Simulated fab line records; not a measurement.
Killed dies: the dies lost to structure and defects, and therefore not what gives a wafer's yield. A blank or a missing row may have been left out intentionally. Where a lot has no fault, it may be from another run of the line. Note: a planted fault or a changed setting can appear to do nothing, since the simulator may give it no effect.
fab line records | flow rit_cmos
[record] lots = 14 | wafers = 42 | last_day = 7
route steps=202 shown ACTIVE@11 M1@202
lots that met no fault: from a run of the same line without faults
start_h: hours from the record's first day to the start of the lot's first wafer shown | wait_h: time in hours since the lot's previous step | " the same as in the row above | L1.1+2: one row covering several wafers at once | - either no value or no given start | * or withheld: withheld | < > ~ a bound
route shown NAME@n: names a module that has steps shown in the file, with the first one's number in the route | usual: mean and standard deviation over wafers with no fault | same: alike in all rows | chamber/n: place in a boat | sites: readings site by site | _std_site: the values' standard deviation | _edge_site: outer sites' mean less inner sites' | radius_mm: how far each site lies from the wafer's centre | mask NAME#n: copy n | behind: the tool/chamber that last shaped the wafer | hold: what put the lot on hold/how long, in hours/how the hold closed | device: whichever transistor did not switch (one of n, p or np) | end of line: at the end of the route, the tests of the same wafers | step lacking rows: just its recipe | killed: at the first sort, the dies lost to defects and structure; wafer yield is something else | map: per-die view of a wafer (x killed, . not killed, _ where there is no die)
set.NAME: the setting as run; set.NAME@STEP: as run at that earlier step | model.NAME: the simulator's own value behind a step, which no gauge read
the route's steps for a sample of lots (tables are steps, rows are wafers)
[[steps]]
[step RIT_ACTIVE_DEVELOP_10]
[recipe] resist = NOVOLAK | develop_time_s = 50 | dev_temp_c = 23
[usual] developer_temp_C = 23.00/0.091
lot.wafer | tool           | chamber | start_h | wait_h | developer_temp_C
L897.4    | litho_track-03 | 0       | 14      | -      | 23.00
L897.5    | "              | 0       | "       | "      | 23.07
L897.6    | "              | 0       | "       | "      | 22.91
L898.2    | litho_track-04 | 0       | 19      | -      | 23.00
L898.5    | "              | 0       | "       | "      | 23.11
L898.6    | "              | 0       | "       | "      | 22.92
L900.1    | litho_track-04 | 0       | 29      | -      | 22.88
L900.5    | "              | 0       | "       | "      | 22.80
L900.6    | "              | 0       | "       | "      | 23.10
L903.3    | litho_track-03 | 0       | 44      | -      | 22.82
L903.5    | "              | 0       | "       | "      | 22.90
L903.6    | "              | 0       | "       | "      | 22.96
L904.2    | litho_track-04 | 0       | 49      | -      | 22.85
L904.3    | "              | 0       | "       | "      | 22.81
L904.4    | "              | 0       | "       | "      | 22.98
L906.1    | litho_track-03 | 0       | 59      | -      | 23.01
L906.2    | "              | 0       | "       | "      | 22.91
L906.6    | "              | 0       | "       | "      | 22.96
L907.2    | litho_track-04 | 0       | 65      | -      | 23.05
L907.4    | "              | 0       | "       | "      | 23.20
L907.6    | "              | 0       | "       | "      | 22.92
L908.1    | litho_track-02 | 0       | 69      | -      | 22.97
L908.4    | "              | 0       | "       | "      | 23.01
L908.6    | "              | 0       | "       | "      | 23.16
L913.1    | litho_track-03 | 0       | 96      | -      | 25.11
L913.3    | "              | 0       | "       | "      | 25.39
L913.6    | "              | 0       | "       | "      | 25.39
L914.2    | litho_track-03 | 0       | 99      | -      | 25.33
L914.5    | "              | 0       | "       | "      | 25.41
L914.6    | "              | 0       | "       | "      | 25.29
L915.2    | litho_track-04 | 0       | 104     | -      | 23.06
L915.4    | "              | 0       | "       | "      | 23.11
L915.5    | "              | 0       | "       | "      | 23.03
L916.1    | litho_track-02 | 0       | 109     | -      | 22.98
L916.2    | "              | 0       | "       | "      | 22.88
L916.3    | "              | 0       | "       | "      | 22.86
L917.1    | litho_track-02 | 0       | 114     | -      | 22.99
L917.2    | "              | 0       | "       | "      | 22.96
L917.3    | "              | 0       | "       | "      | 23.00
L918.2    | litho_track-04 | 0       | 119     | -      | 23.07
L918.3    | "              | 0       | "       | "      | 23.14
L918.6    | "              | 0       | "       | "      | 23.09
[step RIT_ACTIVE_CD_MEAS_11]
[recipe] target_cd_nm = 1400
[usual] cd_nm = 1400.7/2.5
lot.wafer | tool      | chamber | start_h | wait_h | cd_nm
L897.4    | cd_sem-02 | -       | 14.62   | -      | 1403.6
L897.5    | "         | -       | "       | "      | 1404.6
L897.6    | "         | -       | "       | "      | 1401.3
L898.2    | cd_sem-01 | -       | 19.46   | -      | 1397.1
L898.5    | "         | -       | "       | "      | 1397.4
L898.6    | "         | -       | "       | "      | 1397.1
L900.1    | cd_sem-01 | -       | 29.44   | -      | 1401.6
L900.5    | "         | -       | "       | "      | 1401.2
L900.6    | "         | -       | "       | "      | 1402.2
L903.3    | cd_sem-02 | -       | 45.06   | -      | 1400.9
L903.5    | "         | -       | "       | "      | 1400.7
L903.6    | "         | -       | "       | "      | 1398.4
L904.2    | cd_sem-01 | -       | 49.49   | -      | 1398.9
L904.3    | "         | -       | "       | "      | 1400.1
L904.4    | "         | -       | "       | "      | 1399.2
L906.1    | cd_sem-01 | -       | 59.56   | -      | 1402.5
L906.2    | "         | -       | "       | "      | 1401.7
L906.6    | "         | -       | "       | "      | 1405.8
L907.2    | cd_sem-02 | -       | 65.19   | -      | 1401.0
L907.4    | "         | -       | "       | "      | 1399.0
L907.6    | "         | -       | "       | "      | 1400.8
L908.1    | cd_sem-02 | -       | 69.70   | -      | 1405.3
L908.4    | "         | -       | "       | "      | 1403.9
L908.6    | "         | -       | "       | "      | 1404.0
L913.1    | cd_sem-01 | -       | 96.97   | -      | 1403.8
L913.3    | "         | -       | "       | "      | 1405.3
L913.6    | "         | -       | "       | "      | 1403.4
L914.2    | cd_sem-01 | -       | 99.46   | -      | 1409.3
L914.5    | "         | -       | "       | "      | 1409.8
L914.6    | "         | -       | "       | "      | 1411.5
L915.2    | cd_sem-02 | -       | 104.46  | -      | 1401.6
L915.4    | "         | -       | "       | "      | 1401.3
L915.5    | "         | -       | "       | "      | 1401.5
L916.1    | cd_sem-02 | -       | 109.65  | -      | 1402.5
L916.2    | "         | -       | "       | "      | 1401.4
L916.3    | "         | -       | "       | "      | 1402.7
L917.1    | cd_sem-02 | -       | 114.93  | -      | 1400.0
L917.2    | "         | -       | "       | "      | 1399.8
L917.3    | "         | -       | "       | "      | 1401.1
L918.2    | cd_sem-01 | -       | 119.46  | -      | 1402.2
L918.3    | "         | -       | "       | "      | 1401.4
L918.6    | "         | -       | "       | "      | 1398.9
[step RIT_M1_PROBE_99]
[usual] killed_at_M0_to_M3 = 0.0/0.12 | killed_at_contacts = 0.1/0.24 | killed_at_front_end = 7.1/3 | killed_dies = 7.2/3 | killed_open = 3.7/2 | killed_short = 3.5/2
[same] gross_dies = 264 | killed_at_M4_up = 0 | killed_at_back_side = 0 | killed_at_other = 0
lot.wafer | tool      | chamber | start_h | wait_h | killed_at_M0_to_M3 | killed_at_contacts | killed_at_front_end | killed_dies | killed_open | killed_short
L897.4    | prober-01 | -       | 57.95   | 0.2    | 0                  | 0                  | 6                   | 6           | 3           | 3
L897.5    | prober-01 | -       | 58.00   | 0.2    | 0                  | 0                  | 9                   | 9           | 7           | 2
L897.6    | prober-01 | -       | 58.05   | 0.2    | 0                  | 0                  | 7                   | 7           | 4           | 3
L915.2    | prober-01 | -       | 151.11  | 0.1    | 0                  | 0                  | 3                   | 3           | 3           | 0
L915.4    | prober-01 | -       | 151.21  | 0.2    | 0                  | 0                  | 9                   | 9           | 4           | 5
L915.5    | prober-01 | -       | 151.26  | 0.2    | 0                  | 0                  | 5                   | 5           | 4           | 1
L916.1    | prober-02 | -       | 155.18  | 0.1    | 0                  | 0                  | 6                   | 6           | 2           | 4
L916.2    | prober-02 | -       | 155.23  | 0.1    | 0                  | 1                  | 10                  | 11          | 6           | 5
L916.3    | prober-02 | -       | 155.28  | 0.2    | 0                  | 0                  | 7                   | 7           | 3           | 4
L917.1    | prober-01 | -       | 163.64  | 0.1    | 0                  | 0                  | 9                   | 9           | 6           | 3
L917.2    | prober-01 | -       | 163.69  | 0.1    | 0                  | 0                  | 8                   | 8           | 1           | 7
L917.3    | prober-01 | -       | 163.74  | 0.2    | 0                  | 0                  | 10                  | 10          | 3           | 7
L918.2    | prober-02 | -       | 165.50  | 0.1    | 0                  | 0                  | 8                   | 8           | 6           | 2
L918.3    | prober-02 | -       | 165.55  | 0.2    | 1                  | 0                  | 8                   | 9           | 5           | 4
L918.6    | prober-02 | -       | 165.70  | 0.2    | 0                  | 0                  | 7                   | 7           | 2           | 5
// killed by level:class
L897.4 GATE:geometric_particle:open=2 FOX1:geometric_particle:short=1 FOX2:geometric_particle:open=1 GATE:geometric_particle:short=1 REOX:geometric_particle:short=1
L897.5 GATE:geometric_particle:open=4 FOX2:geometric_particle:open=3 REOX:geometric_particle:short=1 SPACER:geometric_particle:short=1
L897.6 FOX1:geometric_particle:open=2 FOX2:geometric_particle:open=1 REOX:geometric_particle:short=1 REOX:geometric_particle:open=1 SPACER:geometric_particle:short=1 SILICIDE:geometric_particle:short=1
L915.2 SILICIDE:geometric_particle:open=2 GATE:geometric_particle:open=1
L915.4 GATE:geometric_particle:open=3 REOX:geometric_particle:short=2 GATE:geometric_particle:short=1 REOX:geometric_particle:open=1 SPACER:geometric_particle:short=1 SILICIDE:geometric_particle:short=1
L915.5 FOX2:geometric_particle:open=1 GATE:geometric_particle:open=1 SPACER:geometric_particle:open=1 SPACER:geometric_particle:short=1 SILICIDE:geometric_particle:open=1
L916.1 REOX:geometric_particle:short=2 FOX2:geometric_particle:open=1 GATE:geometric_particle:short=1 SPACER:geometric_particle:open=1 SPACER:geometric_particle:short=1
L916.2 GATE:geometric_particle:open=4 GATE:geometric_particle:short=2 ACTIVE:geometric_particle:short=1 FOX1:geometric_particle:short=1 FOX1:geometric_particle:open=1 SPACER:geometric_particle:short=1 CONTACT:geometric_particle:open=1
L916.3 GATE:geometric_particle:short=2 GATE:geometric_particle:open=2 SPACER:geometric_particle:short=1 SILICIDE:geometric_particle:open=1 SILICIDE:geometric_particle:short=1
L917.1 SPACER:geometric_particle:open=3 GATE:geometric_particle:short=2 FOX2:geometric_particle:open=1 GATE:geometric_particle:open=1 REOX:geometric_particle:short=1 REOX:geometric_particle:open=1
L917.2 GATE:geometric_particle:short=4 FOX1:geometric_particle:short=2 GATE:geometric_particle:open=1 SPACER:geometric_particle:short=1
L917.3 FOX1:geometric_particle:short=3 GATE:geometric_particle:short=2 FOX2:geometric_particle:short=1 GATE:geometric_particle:open=1 REOX:geometric_particle:short=1 REOX:geometric_particle:open=1 SPACER:geometric_particle:open=1
L918.2 GATE:geometric_particle:open=3 FOX1:geometric_particle:short=1 GATE:geometric_particle:short=1 REOX:geometric_particle:open=1 SPACER:geometric_particle:open=1 SILICIDE:geometric_particle:open=1
L918.3 GATE:geometric_particle:open=2 REOX:geometric_particle:open=2 REOX:geometric_particle:short=2 FOX1:geometric_particle:short=1 SPACER:geometric_particle:short=1 M1:geometric_particle:open=1
L918.6 FOX1:geometric_particle:short=2 REOX:geometric_particle:short=2 FOX2:geometric_particle:open=1 GATE:geometric_particle:short=1 REOX:geometric_particle:open=1
[[key]]
[first_sign] step = RIT_ACTIVE_DEVELOP_10 | reading = developer_temp_C | direction = up | sigmas = 26 | usual = * | struck = *
[effect] step = RIT_ACTIVE_CD_MEAS_11 | reading = cd_nm | direction = up | sigmas = 2.6 | usual = 1400.7 | struck = 1407.2 | through = control_loop
met_at RIT_ACTIVE_DEVELOP_10
struck_lots L913,L914
tester_left_out L913,L914
[loop_trim] step = RIT_ACTIVE_EXPOSE_08 | setting = dose | lots = L914
onset_between 59 96
[fault] kind = process_parameter_drift | tool = litho_track-03 | chamber = - | onset_h = 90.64 | steps = RIT_ACTIVE_DEVELOP_10 | channel = dev_temp_c | offset = * | shape = step | end_h = 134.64 | acts_in = * | stated = *
// tester_left_out: of these lots the tester's yield and bins aren't shown, on N5 and GAA mostly nor the transistor test; their killed dies are dies lost to structure and defects alone, not to doping, threshold or leakage, so they don't give the yield
// loop_trim: a control loop set the setting to another value than it would have without faults
